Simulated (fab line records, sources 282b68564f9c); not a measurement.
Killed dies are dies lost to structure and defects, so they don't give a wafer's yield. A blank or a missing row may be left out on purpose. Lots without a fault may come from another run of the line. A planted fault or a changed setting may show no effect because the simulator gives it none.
A struck lot beside a sound one | flow rit_cmos | 19 steps out of a route of 202
Sound: wafers L865.2, L865.3, L865.6. Struck: wafers L877.1, L877.3, L877.6. The cause comes at the end.
At each step with rows: each side's tool, then ch and its chambers, then its first start. Under that, the readings that differ: sound wafers | struck wafers | difference of the means | sigmas: that difference in standard deviations of wafers without a fault.
alike: readings whose means differ by less than 2 such deviations, and words and numbers that are the same on both sides. not compared: withheld readings, readings that some wafer has no value for, bounds like >300 that may hide the same value, and numbers for which the record gives no deviation and whose values overlap.
The two part at a step that has a row with sigmas, a row that says differs or no value, or rows on one side only. Numbers that don't overlap but have no deviation are shown without sigmas and don't part them. A reading that every wafer of one side lacks parts them only if that side has two wafers or more.

RIT_ACTIVE_BOW_MEAS_00:
  sound on film_metro-01, day 1 10:01; struck on film_metro-03, day 3 22:00
  alike: INCOMING_BOW
then, 1 step without rows for these wafers: RIT_ACTIVE_OXIDATION_01 (target thk 46.8 nm, ox time 3360 s).
RIT_ACTIVE_THK_MEAS_02:
  sound on film_metro-03, day 1 12:04; struck on film_metro-02, day 4 01:20
  alike: ACTIVE_OXIDE_THK
RIT_ACTIVE_CVD_03: deposits Si3N4 from SiH2Cl2/NH3, target thk 150 nm, time 1500 s.
  sound on lpcvd-01 ch 1, day 1 12:07; struck on lpcvd-02 ch 1, day 4 04:34
RIT_ACTIVE_THK_MEAS_04:
  sound on film_metro-03, day 1 13:32; struck on film_metro-02, day 4 05:59
  reading                 | sound             | struck            | difference | sigmas
  ACTIVE_NITRIDE_THK (nm) | 151.7 152.6 152.8 | 297.9 298.5 298.1 | +145.8     | +91
then, 6 steps without rows for these wafers: RIT_ACTIVE_HMDS_05 (prime time 60 s); RIT_ACTIVE_COAT_06 (resist thk 1000 nm); RIT_ACTIVE_SOFTBAKE_07 (time 60 s); RIT_ACTIVE_EXPOSE_08 (exposes mask M1, target cd 1400 nm); RIT_ACTIVE_PEB_09; RIT_ACTIVE_DEVELOP_10 (develop time 50 s).
RIT_ACTIVE_CD_MEAS_11: target cd 1400 nm.
  sound on cd_sem-02, day 1 14:28; struck on cd_sem-01, day 4 06:54
  reading    | sound                | struck               | difference | sigmas
  cd_nm (nm) | 1402.7 1402.0 1403.6 | 1399.2 1398.6 1398.0 | -4.2       | -2
then, 1 step without rows for these wafers: RIT_ACTIVE_HARDBAKE_12 (time 60 s).
RIT_ACTIVE_ETCH_13: etches Si3N4 in SF6, stops on SiO2, time 210 s, target depth 210 nm.
  sound on rie_diel-01 ch 1,2,3, day 1 14:43; struck on rie_diel-03 ch 2,3, day 4 07:18
  reading                            | sound             | struck            | difference | sigmas
  oes_product_au (a.u.)              | 0.819 0.845 0.818 | 1.004 0.985 0.990 | +0.166     | +13
  model.etch.depth_nm (nm)           | 151.7 152.6 152.9 | 207.4 197.9 200   | +49.4      |
  model.ACTIVE.feature_depth_nm (nm) | 151.9 154.3 152.9 | 207.4 197.9 200   | +48.7      |
  alike: drypump_motor_current_A, throttle_valve_pct
  not compared: rf_hours_counter_h
RIT_ACTIVE_STRIP_14: strips in O2, time 180 s.
  sound on plasma_asher-03 ch 0,1, day 1 14:50; struck on plasma_asher-04 ch 0,1, day 4 07:26
  alike: drypump_motor_current_A
  not compared: rf_hours_counter_h
RIT_ACTIVE_CD_MEAS_90: target cd 1400 nm.
  sound on cd_sem-01, day 1 15:02; struck on cd_sem-01, day 4 07:37
  reading    | sound                | struck               | difference | sigmas
  cd_nm (nm) | 1402.6 1401.9 1403.8 | 1399.3 1398.6 1398.4 | -4.0       | -2
RIT_ACTIVE_CLEAN_15: cleans in SC1, time 600 s.
  sound on wet_bench-02 ch 1, day 1 15:08; struck on wet_bench-04 ch 2, day 4 07:44
  reading                                  | sound             | struck            | difference | sigmas
  model.Si3N4_of_ACTIVE_CVD_03.thk_nm (nm) | 151.3 152.2 152.5 | 297.4 298.5 297.8 | +145.9     |
  alike: bath_heat_duty_pct
RIT_ACTIVE_CLEAN_16: cleans in dHF, time 30 s.
  sound on wet_bench-03 ch 2, day 1 15:29; struck on wet_bench-03 ch 1, day 4 07:55
  reading                                  | sound             | struck          | difference | sigmas
  model.Si3N4_of_ACTIVE_CVD_03.thk_nm (nm) | 150.9 151.8 152.1 | 297 298.1 297.4 | +146       |
then, 1 step without rows for these wafers: RIT_ACTIVE_CLEAN_17 (cleans in SC2, time 600 s).

WHERE THEY PART
First at RIT_ACTIVE_THK_MEAS_04; last, within this record, at RIT_ACTIVE_CD_MEAS_90. Later steps at which nothing parts them and some readings are alike: RIT_ACTIVE_CLEAN_15.

WHY: what the simulator had put in
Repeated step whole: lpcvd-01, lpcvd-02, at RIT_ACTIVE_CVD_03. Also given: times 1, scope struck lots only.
